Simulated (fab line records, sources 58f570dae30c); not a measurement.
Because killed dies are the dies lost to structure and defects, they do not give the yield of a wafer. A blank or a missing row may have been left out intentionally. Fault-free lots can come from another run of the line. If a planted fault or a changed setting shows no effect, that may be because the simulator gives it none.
Which tool was responsible? | flow berkeleyCmos170 | 39 wafers from 13 lots sampled at 4 of the route's 331 steps

WHAT THE GAUGES READ, wafer by wafer
UCB170_ACTIVE_THK_MEAS_06. Usual: ACTIVE_NITRIDE_THK 221.0 nm, standard deviation 2.2.
lot  | measured    | on           | ACTIVE_NITRIDE_THK (nm) | flag
L276 | day 4 22:41 | filmMetro-01 | 216.6 217.2 217.4       | 
L277 | day 4 22:41 | filmMetro-03 | 220.7 221.3 218.7       | 
L280 | day 5 14:12 | filmMetro-02 | 220.7 222.7 222.3       | 
L279 | day 5 14:12 | filmMetro-03 | 222.3 222.2 222.6       | 
L278 | day 5 14:12 | filmMetro-01 | 221.5 222.2 221.9       | 
L282 | day 5 21:02 | filmMetro-01 | 219.4 219.3 217.2       | 
L285 | day 6 18:17 | filmMetro-02 | 212.8 213.1 211.3       | OFF
L293 | day 8 06:03 | filmMetro-01 | 221.9 222.2 222.4       | 
L291 | day 8 06:02 | filmMetro-02 | 221.8 223.8 223.0       | 
L295 | day 8 06:07 | filmMetro-01 | 221.7 220.5 222.9       | 
L294 | day 8 06:10 | filmMetro-02 | 222.7 221.3 223.1       | 
L296 | day 8 22:38 | filmMetro-03 | 222.6 221.2 222.8       | 
L299 | day 9 11:29 | filmMetro-02 | 217.7 219.7 218.2       | 

UCB170_ACTIVE_CD_MEAS_13: target cd 1200 nm. Usual: cdNm at 1199.4 nm, with a standard deviation of 1.1.
lot  | measured    | on       | cdNm (nm)            | flag
L276 | day 4 23:35 | cdSem-02 | 1200.4 1198.7 1200.1 | 
L277 | day 4 23:43 | cdSem-01 | 1200.8 1200.3 1200.8 | 
L280 | day 5 15:29 | cdSem-02 | 1199.3 1199.4 1198.4 | 
L279 | day 5 15:36 | cdSem-02 | 1197.9 1200.1 1198.9 | 
L278 | day 5 15:56 | cdSem-01 | 1197.8 1197.9 1198.5 | 
L282 | day 5 22:43 | cdSem-02 | 1197.2 1199.5 1198.6 | 
L285 | day 6 19:43 | cdSem-01 | 1199.9 1199.7 1199.9 | 
L293 | day 8 07:47 | cdSem-02 | 1197.9 1200.0 1198.4 | 
L291 | day 8 07:29 | cdSem-01 | 1201.6 1201.0 1201.6 | 
L295 | day 8 07:50 | cdSem-01 | 1198.0 1197.9 1197.6 | 
L294 | day 8 08:05 | cdSem-01 | 1198.6 1197.9 1198.6 | 
L296 | day 9 01:02 | cdSem-01 | 1199.6 1199.5 1200.7 | 
L299 | day 9 12:31 | cdSem-01 | 1199.1 1199.6 1198.7 | 

WHAT TOOL EACH LOT RAN ON (gives the tool, then ch and the chambers of the sampled wafers, and finally the start)
lot  | UCB170_PWELL_STRIP_16              | UCB170_ACTIVE_CVD_05
L276 | plasmaAsher-04 ch 0,1, day 3 08:09 | lpcvd-02 ch 0, day 4 20:46
L277 | plasmaAsher-02 ch 0,1, day 3 14:38 | lpcvd-02 ch 1, day 4 20:46
L280 | plasmaAsher-03 ch 0,1, day 4 03:59 | lpcvd-01 ch 1, day 5 12:17
L279 | plasmaAsher-02 ch 0,1, day 4 04:06 | lpcvd-01 ch 0, day 5 12:17
L278 | plasmaAsher-04 ch 0,1, day 4 04:16 | lpcvd-01 ch 0, day 5 12:17
L282 | plasmaAsher-02 ch 0,1, day 4 13:10 | lpcvd-02 ch 1, day 5 19:07
L285 | plasmaAsher-02 ch 0, day 5 10:05   | lpcvd-02 ch 1, day 6 16:18
L293 | plasmaAsher-04 ch 0,1, day 6 22:29 | lpcvd-01 ch 1, day 8 04:08
L291 | plasmaAsher-02 ch 0,1, day 6 22:32 | lpcvd-01 ch 0, day 8 04:08
L295 | plasmaAsher-03 ch 1, day 6 23:05   | lpcvd-01 ch 0, day 8 04:08
L294 | plasmaAsher-02 ch 0,1, day 6 23:12 | lpcvd-01 ch 1, day 8 04:08
L296 | plasmaAsher-04 ch 0,1, day 7 15:59 | lpcvd-01 ch 0, day 8 20:43
L299 | plasmaAsher-02 ch 1, day 8 09:17   | lpcvd-01 ch 1, day 9 09:34
- UCB170_PWELL_STRIP_16: strips in O2.
- UCB170_ACTIVE_CVD_05: deposits Si3N4 from SiH2Cl2/NH3, target thk 220 nm, time 3300 s.

WHAT THE TOOLS THEMSELVES READ (means of the sampled wafers that have a number; where no wafer has one, the mark that the record gives instead)
UCB170_PWELL_STRIP_16. Usual: drypumpMotorCurrentA 5.6 A, standard deviation 0.49; o2FlowSccm 400.1 sccm, standard deviation 1.2; oesProductAu 0.720 a.u., standard deviation 0.0046; stripTimeToEndpointS 18.07 s, standard deviation 0.084.
lot  | tool           | drypumpMotorCurrentA (A) | o2FlowSccm (sccm) | oesProductAu (a.u.) | stripTimeToEndpointS (s) | flag
L276 | plasmaAsher-04 | 5.5                      | 399.3             | 0.719               | 18.01                    | 
L277 | plasmaAsher-02 | 5.3                      | 399.5             | 0.721               | 18.03                    | 
L280 | plasmaAsher-03 | 5.8                      | 401.0             | 0.722               | 18.06                    | 
L279 | plasmaAsher-02 | 5.9                      | 399.5             | 0.719               | 18.17                    | 
L278 | plasmaAsher-04 | 5.4                      | 401.0             | 0.720               | 17.99                    | 
L282 | plasmaAsher-02 | 5.3                      | 400.3             | 0.724               | 18.06                    | 
L285 | plasmaAsher-02 | 6.4                      | 401.6             | 0.720               | 18.03                    | 
L293 | plasmaAsher-04 | 5.5                      | 399.9             | 0.720               | 18.16                    | 
L291 | plasmaAsher-02 | 5.9                      | 401.1             | 0.719               | 18.11                    | 
L295 | plasmaAsher-03 | 5.9                      | 397.2             | 0.725               | 18.19                    | 
L294 | plasmaAsher-02 | 5.9                      | 401.1             | 0.722               | 18.03                    | 
L296 | plasmaAsher-04 | 5.5                      | 401.2             | 0.722               | 17.97                    | 
L299 | plasmaAsher-02 | 4.8                      | 399.3             | 0.721               | 18.03                    | 

THE ANSWER, worked out from the rows above alone
Rule: take the mean of a lot's wafers that have a number; if it is more than 3 standard deviations from the usual mean, the lot is off. Also off: a lot with no number at a reading for which 4 or more lots have one. All remaining lots with rows at the step are treated as sound. After the gauges, taken in route order, come the tools' own readings; for these a lot's mean is taken, as printed above. The first step at which some lot is off is used, and at that step the reading that is off furthest; a lot without a number counts as furthest.
Off: L285, seen at UCB170_ACTIVE_THK_MEAS_06 (ACTIVE_NITRIDE_THK).
If a tool, at a process step before that reading, ran all the lots that are off and no sound lot after the first of them, it fits. Gauges at UCB170_ACTIVE_THK_MEAS_06: tried the same way as those tools. One candidate fits, namely lpcvd-02 at UCB170_ACTIVE_CVD_05. A fault onset in the window from L282 (day 5 19:07, its last sound lot) to L285 (day 6 16:18, its first lot off) fits.

WHAT THE SIMULATOR HAD INSERTED
Site profile drift: lpcvd-02, from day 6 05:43 on, at UCB170_ACTIVE_CVD_05. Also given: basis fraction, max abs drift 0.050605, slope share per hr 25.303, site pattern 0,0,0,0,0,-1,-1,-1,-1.
Struck lots among those shown: L285. The rule above found the same.
